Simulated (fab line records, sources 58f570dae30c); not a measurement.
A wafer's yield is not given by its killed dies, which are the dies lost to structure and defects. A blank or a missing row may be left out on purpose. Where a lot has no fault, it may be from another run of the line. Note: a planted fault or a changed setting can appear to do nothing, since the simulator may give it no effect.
fab line records | flow berkeley-cmos170
[record] lots = 5 wafers = 23
route steps=331 shown M2@283
start-h: start of the lot's first displayed wafer, in hours after the record's first day | wait-h: how many hours have passed since the lot's step before this one | " same as the row above | L1.1+2: a row that stands for several wafers | - value missing, or start not given | * or withheld: withheld | < > ~ a bound
route shown NAME@n: a module of which the file shows steps, and the number in the route of the first | usual: average and standard deviation across the fault-free wafers | same: alike in all rows | chamber/n: place in a boat | sites: per-site readings | _std_site: the values' standard deviation | _edge_site: inner sites' mean taken away from outer sites' mean | radius-mm: for every site, how far away it sits from the centre of the wafer | mask NAME#n: copy n | behind: the tool/chamber that last shaped the wafer | hold: reason for holding the lot/hours on hold/outcome of the hold | device: transistor that didn't switch, given as n, p or np | end of line: tests run on the same wafers once the route is complete | step lacking rows: just its recipe | killed: dies that structure and defects cost at the first sort, which is not the same as the wafer's yield | map: shows each die of a wafer: x if killed, . if not, _ if none is there
set.NAME: the setting the step ran with; set.NAME@STEP: the setting that earlier step ran with | model.NAME: the simulator's own value behind a step, which no gauge read
lots whose settings were changed on purpose; a table a step, a row a wafer
[[steps]]
[step UCB170_M2_EXPOSE_12]
[recipe] mask-id = METAL2 target-cd-nm = 700 na = 0.5 sigma-outer = 0.6 source-shape = conventional dose-mj = 26
// columns lot.wafer tool chamber start-h wait-h mask set.dose-mj
L076.1+4+6 krf-scanner-02 0 185.79 - METAL2#0 26
L076.2+3 " 0 " " METAL2#0 27.42
L077.1+2+3 krf-scanner-02 0 197.71 - METAL2#0 27.79
L077.4+6 " 0 " " METAL2#0 26
L081.4+5+6 krf-scanner-01 0 217.49 - METAL2#0 26
L085.1+2+4+5+6 krf-scanner-01 0 228.99 - METAL2#0 26
L084.1+6 krf-scanner-02 0 241.92 - METAL2#0 26
L084.2+3+5 " 0 " " METAL2#0 25.09
[step UCB170_M2_PEB_13]
[recipe] peb-temp-c = 130 peb-time-s = withheld resist = KrF
[step UCB170_M2_DEVELOP_14]
[recipe] developer = TMAH develop-time-s = 45 resist = KrF dev-temp-c = 21
[step UCB170_M2_CD_MEAS_15]
[recipe] target-cd-nm = 700
[usual] cd-nm = 699.7/1.5
// columns lot.wafer tool chamber start-h wait-h set.dose-mj@M2_EXPOSE_12 cd-nm
L076.1 cd-sem-01 - 186.18 - 26 698.7
L076.2 " - " " 27.42 689.9
L076.3 " - " " 27.42 690.3
L076.4 " - " " 26 699.5
L076.6 " - " " 26 700.0
L077.1 cd-sem-02 - 198.79 - 27.79 687.9
L077.2 " - " " 27.79 685.9
L077.3 " - " " 27.79 687.1
L077.4 " - " " 26 699.4
L077.6 " - " " 26 698.6
L081.4 cd-sem-02 - 218.74 - 26 699.0
L081.5 " - " " 26 698.5
L081.6 " - " " 26 697.5
L085.1 cd-sem-01 - 229.59 - 26 701.6
L085.2 " - " " 26 702.0
L085.4 " - " " 26 701.8
L085.5 " - " " 26 703.3
L085.6 " - " " 26 701.3
L084.1 cd-sem-01 - 242.31 - 26 698.0
L084.2 " - " " 25.09 704.4
L084.3 " - " " 25.09 705.1
L084.5 " - " " 25.09 704.5
L084.6 " - " " 26 697.0
[step UCB170_M2_ETCH_17]
[recipe] chemistry = N2/H2 target-depth-a = withheld overetch-a = withheld target = BARC time-s = withheld source-w = 500 bias-w = 102.4 pressure-mtorr = 30 n2-flow-sccm = 100 h2-flow-sccm = 200
// columns lot.wafer tool chamber start-h wait-h set.dose-mj@M2_EXPOSE_12 model.M2.cd-nm
L076.1+4 rie-diel-04 0,3 186.33 0.0 26 698.8
L076.2 " 2 " " 27.42 689.8
L076.3 " 1 " " 27.42 690.5
L076.6 " 0 " " 26 699.5
L077.1 rie-diel-03 1 198.94 0.0 27.79 688
L077.2 " 0 " " 27.79 685.6
L077.3 " 3 " " 27.79 687.5
L077.4 " 2 " " 26 699.9
L077.6 " 2 " " 26 698.9
L081.4 rie-diel-03 2 218.83 0.0 26 698.8
L081.5 " 3 " " 26 699
L081.6 " 0 " " 26 697.4
L085.1 rie-diel-04 1 229.75 0.0 26 701.9
L085.2 " 3 " " 26 702
L085.4 " 3 " " 26 701.3
L085.5 " 1 " " 26 704.3
L085.6 " 0 " " 26 701.2
L084.1 rie-diel-03 1 242.47 0.0 26 698.2
L084.2 " 3 " " 25.09 705.5
L084.3 " 2 " " 25.09 705.7
L084.5 " 1 " " 25.09 704.8
L084.6 " 2 " " 26 697.6
[step UCB170_M2_METAL_ETCH_18]
[recipe] chemistry = Cl2/BCl3 target = Al stop-on = SiO2 pressure-mtorr = 12 target-depth-a = 11700 over-etch-frac = 0.3 time-s = 195 icp-w = 600 bias-w = 120 Cl2_flow_sccm = 90 bcl3-flow-sccm = 45
// columns lot.wafer tool chamber start-h wait-h set.time-s
L076.1+3 rie-metal-03 0 186.37 - 206.8
L076.2+4+6 " 1 " " 195
L077.1+2+3+4+6 rie-metal-01 1,0,1,0,0 198.99 - 195
L081.4+5+6 rie-metal-04 1,1,0 218.94 - 195
L085.1+2+4 rie-metal-01 1,0,0 229.79 - 185.6
L085.5+6 " 1,0 " " 195
L084.1+2+5 rie-metal-01 1,0,1 242.51 - 166.5
L084.3+6 " 0 " " 195
[step UCB170_M2_STRIP_19]
[recipe] chemistry = O2 power-w = 400 pressure-mtorr = 3500 platen-temp-c = withheld o2-flow-sccm = 400 overash-fraction = 0.5
[usual] oes-product-au = 0.549/0.011
// columns lot.wafer tool chamber start-h wait-h set.time-s@M2_METAL_ETCH_18 oes-product-au
L076.1 plasma-asher-04 1 186.56 0.1 206.8 0.523
L076.2 " 0 " " 195 0.554
L076.3 " 0 " " 206.8 0.514
L076.4 " 1 " " 195 0.561
L076.6 " 0 " " 195 0.560
L077.1 plasma-asher-01 1 199.17 0.1 195 0.556
L077.2 " 0 " " 195 0.548
L077.3 " 0 " " 195 0.558
L077.4 " 1 " " 195 0.540
L077.6 " 1 " " 195 0.540
L081.4 plasma-asher-04 0 219.09 0.1 195 0.536
L081.5 " 0 " " 195 0.533
L081.6 " 1 " " 195 0.533
L085.1 plasma-asher-04 1 229.97 0.1 185.6 0.582
L085.2 " 0 " " 185.6 0.583
L085.4 " 0 " " 185.6 0.582
L085.5 " 1 " " 195 0.557
L085.6 " 0 " " 195 0.568
L084.1 plasma-asher-01 0 242.70 0.1 166.5 0.646
L084.2 " 1 " " 166.5 0.646
L084.3 " 0 " " 195 0.558
L084.5 " 0 " " 166.5 0.661
L084.6 " 1 " " 195 0.555
[[key]]
[split] step = UCB170_M2_EXPOSE_12 setting = dose-mj stated = 26 by = wafer
[response] step = UCB170_M2_CD_MEAS_15 reading = cd-nm change = -1.77 per = 1% r = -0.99
[response] step = UCB170_M2_ETCH_17 reading = model.M2.cd-nm change = -1.78 per = 1% r = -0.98
[split] step = UCB170_M2_METAL_ETCH_18 setting = time-s stated = 195 by = wafer
[response] step = UCB170_M2_STRIP_19 reading = oes-product-au change = -0.00627 per = 1% r = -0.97
